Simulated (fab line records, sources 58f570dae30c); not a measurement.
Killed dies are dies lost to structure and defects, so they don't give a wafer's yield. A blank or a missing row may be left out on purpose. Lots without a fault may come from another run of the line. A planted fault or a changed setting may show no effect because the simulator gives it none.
One fault seen from 2 desks | flow berkeley_cmos170 | each desk has only its own numbers; what lay behind them comes last

THE METROLOGY DESK
What the gauges read, lot by lot, whatever tool the lot ran on: means of the sampled wafers that have a number. A lot is out of limits, marked OUT, if its mean lies more than 4 standard deviations from the usual mean; the brackets give that distance.
Columns: A = NSD_TW at UCB170_NSD_TW_MEAS_10, usual 4161
lot  | first seen here | A
L182 | day 7 15:07     | 4154
L184 | day 7 18:57     | 4172
L185 | day 7 23:47     | 4156
L187 | day 8 03:10     | 4189
L188 | day 8 05:53     | 4168
L190 | day 8 17:44     | 4146
L192 | day 8 18:08     | 4144
L191 | day 8 18:11     | 4127
L195 | day 9 23:59     | 4162
L194 | day 10 00:07    | 4172
L200 | day 10 19:05    | 4165
L201 | day 11 14:18    | 30 (-99 or more) OUT
L205 | day 12 04:04    | 4144
This desk's finding: out of limits on L201; first on L201, day 11 14:18 (NSD_TW at UCB170_NSD_TW_MEAS_10). In limits: L182, L184, L185, L187, L188, L190, L192, L191, L195, L194, L200, L205.

THE TOOL OWNER'S DESK: plasma_asher-01
The tool's own readings at UCB170_PSD_STRIP_09 (strips in O2): means of the sampled wafers that have a number, for each lot that ran on this tool. A lot is out of limits, marked OUT, if its mean lies more than 4 standard deviations from the usual mean; the brackets give that distance.
Columns: A = drypump_motor_current_A at UCB170_PSD_STRIP_09, usual 5.6 A; B = oes_product_au at UCB170_PSD_STRIP_09, usual 0.601 a.u.; C = strip_time_to_endpoint_s at UCB170_PSD_STRIP_09, usual 29.27 s
lot  | first seen here | A   | B               | C
L182 | day 7 10:47     | 5.0 | 0.600           | 29.27
L185 | day 7 20:04     | 5.1 | 0.603           | 29.35
L190 | day 8 14:00     | 5.0 | 0.604           | 29.16
L194 | day 9 22:05     | 5.1 | 0.602           | 29.32
L201 | day 11 09:37    | 5.1 | 0.434 (-35) OUT | -
This desk's finding: out of limits on L201; first on L201, day 11 09:37 (oes_product_au at UCB170_PSD_STRIP_09). In limits: L182, L185, L190, L194.

PUT TOGETHER
The tool owner's desk could have raised an alarm at day 11 09:37, on L201.
The metrology desk could have raised an alarm at day 11 14:18, on L201.
Of the lots named, all ran UCB170_PSD_STRIP_09 on plasma_asher-01.

WHAT THE SIMULATOR HAD PUT IN
Strip aborted: plasma_asher-01, from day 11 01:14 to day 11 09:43, at UCB170_PSD_STRIP_09. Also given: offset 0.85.
Lots struck among those shown: L201.
Hours from the fault's start to each desk's first reading out of limits: the tool owner's desk, 8; the metrology desk, 13.
